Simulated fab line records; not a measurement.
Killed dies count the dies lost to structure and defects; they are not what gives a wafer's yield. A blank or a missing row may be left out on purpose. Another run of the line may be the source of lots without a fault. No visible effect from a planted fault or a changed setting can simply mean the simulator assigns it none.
2 desks looking at one fault | flow berkeleyCmos170 | every desk sees just its own numbers, and what lay behind them comes last

AT THE METROLOGY DESK
What the gauges read for every lot (on any tool): the sampled wafers with a number, averaged. Any lot whose mean is over 4 standard deviations away from the usual mean is out of limits and marked OUT; that distance is given in the brackets. Of its 10 readings 7 are shown: those that lie furthest out on some lot.
Columns: A = NLDD_OVL at UCB170_NLDD_OVL_MEAS_07, usual -3 nm; B = SPACER_TEOS_THK at UCB170_SPACER_THK_MEAS_01, usual 378 nm; C = cdNm at UCB170_PSD_CD_MEAS_06, usual 1200.0 nm; D = PSD_OVL at UCB170_PSD_OVL_MEAS_07, usual 2 nm; E = cdNm at UCB170_NSD_CD_MEAS_06, usual 1200.1 nm; F = NSD_OVL at UCB170_NSD_OVL_MEAS_07, usual 2 nm; G = NSD_TW at UCB170_NSD_TW_MEAS_10, usual 4150
lot  | first seen here | A   | B   | C      | D   | E      | F  | G
L467 | day 7 17:17     | -1  | 388 | 1200.8 | -0  | 1197.9 | 1  | 4139
L470 | day 8 21:26     | -3  | 382 | 1202.8 | -10 | 1200.2 | 1  | 4170
L472 | day 8 21:47     | -11 | 371 | 1200.9 | 7   | 1201.5 | 1  | 4169
L476 | day 10 06:46    | 1   | 382 | 1201.7 | -1  | 1199.1 | -5 | 4153
L479 | day 10 18:46    | 6   | 378 | 1199.7 | 9   | 1201.2 | -0 | 4128
L484 | day 11 12:39    | -5  | 374 | 1198.5 | 3   | 1201.2 | 10 | 4151
This desk's finding: nothing out of limits on any of the 6 lots.

TOOL OWNER'S DESK, rieDiel-02
The tool's own readings at UCB170_SPACER_ETCHBACK_03 (etches SiO2 in CHF3/CF4/Ar, stops on Si, target depth 376 nm, time 100 s): means of the sampled wafers that have a number, for each lot that ran on this tool. Any lot whose mean is over 4 standard deviations away from the usual mean is out of limits and marked OUT; that distance is given in the brackets.
Columns: A = drypumpMotorCurrentA at UCB170_SPACER_ETCHBACK_03, usual 5.7 A; B = oesProductAu at UCB170_SPACER_ETCHBACK_03, usual 0.899 a.u.; C = throttleValvePct at UCB170_SPACER_ETCHBACK_03, usual 6.42 %
lot  | first seen here | A   | B     | C
L472 | day 9 06:39     | 6.1 | 0.888 | 6.35
L476 | day 10 12:14    | 5.5 | 0.908 | 6.41
L479 | day 11 01:45    | 6.1 | 0.902 | 6.36
This desk's finding: nothing out of limits on any of the 3 lots.

TAKEN TOGETHER
Metrology desk: nothing out of limits seen.
Nothing out of limits was seen by the tool owner's desk.

WHAT THE SIMULATOR PUT IN
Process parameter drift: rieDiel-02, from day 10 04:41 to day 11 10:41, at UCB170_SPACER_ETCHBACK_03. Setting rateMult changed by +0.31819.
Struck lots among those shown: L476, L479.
